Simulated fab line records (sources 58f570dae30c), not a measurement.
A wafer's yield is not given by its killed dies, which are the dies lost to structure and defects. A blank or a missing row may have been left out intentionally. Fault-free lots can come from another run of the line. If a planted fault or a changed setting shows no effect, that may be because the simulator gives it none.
Comparing a struck lot with a sound one ; flow berkeleyCmos170 ; 17 steps out of a route of 331
Sound: these wafers, L805.2, L805.4, L805.6. The struck wafers were L801.1, L801.5, L801.6. The cause is named last.
Each step with rows lists, per side, the tool, then ch with its chambers, then its first start. Under that, the readings that differ: sound wafers ; struck wafers ; difference of the means ; sigmas: that difference in standard deviations of wafers without a fault.
alike: readings whose means differ by less than 2 such deviations, and words and numbers that are the same on both sides. not compared: withheld readings, readings that some wafer has no value for, bounds like >300 that may hide the same value, and numbers for which the record gives no deviation and whose values overlap.
Wherever a step has rows on one side only, a row that says differs or no value, or a row with sigmas, the two part there. Numbers that have no deviation but don't overlap get no sigmas and don't part them. Lack of a reading on every wafer of one side parts them only where that side has two or more wafers.

first, 5 steps without rows for these wafers: UCB170_NLDD_COAT_01 (resist thk 900 nm); UCB170_NLDD_SOFTBAKE_02 (time 60 s); UCB170_NLDD_EXPOSE_03 (exposes mask NSELECT, target cd 1200 nm); UCB170_NLDD_PEB_04; UCB170_NLDD_DEVELOP_05 (develop time 45 s).
UCB170_NLDD_CD_MEAS_06: the cd target is 1200 nm.
  sound on cdSem-02 at day 11 06:20; struck on cdSem-02 at day 10 07:26
  alike: cdNm
UCB170_NLDD_OVL_MEAS_07:
  sound on overlay-02 at day 11 06:26; struck on overlay-01 at day 10 07:34
  alike: NLDD_OVL
then, 2 steps without rows for these wafers: UCB170_NLDD_IMPLANT_08; UCB170_NLDD_IMPLANT_09.
UCB170_NLDD_STRIP_10: strips in O2.
  sound on plasmaAsher-03 ch 0,1, day 11 06:46; struck on plasmaAsher-03 ch 0,1, day 10 07:53
  alike: drypumpMotorCurrentA, oesProductAu, stripTimeToEndpointS
  not compared: rfHoursCounterH
UCB170_NLDD_TW_MEAS_11:
  sound on filmMetro-03 at day 11 06:53; struck on filmMetro-03 at day 10 07:59
  alike: NLDD_TW
then, 1 step without rows for these wafers: UCB170_NLDD_CLEAN_12 (cleans in SPM, time 600 s).
UCB170_SPACER_CVD_00: deposits SiO2 from TEOS/O2, target thk 376 nm, time 47 s.
  sound on pecvd-03 ch 1,2, day 11 07:07; struck on pecvd-04 ch 0,1, day 10 08:28
  alike: heaterPowerW
UCB170_SPACER_THK_MEAS_01:
  sound on filmMetro-01 at day 11 07:10; struck on filmMetro-01 at day 10 08:30
reading;sound;struck;difference;sigmas
SPACER_TEOS_THK (nm);375 377 377;734 764 745;+371;+70
then, 1 step without rows for these wafers: UCB170_SPACER_ANNEAL_02 (time 1800 s).
UCB170_SPACER_ETCHBACK_03: etches SiO2 in CHF3/CF4/Ar, stops on Si, target depth 376 nm, time 100 s.
  sound on rieDiel-02 ch 0,2,3, day 11 12:28; struck on rieDiel-01 ch 0,1,2, day 10 14:37
reading;sound;struck;difference;sigmas
oesProductAu (a.u.);0.893 0.913 0.897;1.003 1.023 0.995;+0.106;+5
model.etch.depthNm (nm);375.4 377.2 377;414.5 439.3 433.1;+52.4;
  alike: CHF3_flow_sccm, drypumpMotorCurrentA, throttleValvePct
  not compared: rfHoursCounterH
UCB170_M3_PROBE_99:
  only the struck wafers here have rows in the record (prober-01, day 11 18:32); the sound ones have none

## WHERE THEY PART
Earliest at UCB170_SPACER_THK_MEAS_01; latest, in this record, at UCB170_M3_PROBE_99.

WHY: whatever the simulator had introduced
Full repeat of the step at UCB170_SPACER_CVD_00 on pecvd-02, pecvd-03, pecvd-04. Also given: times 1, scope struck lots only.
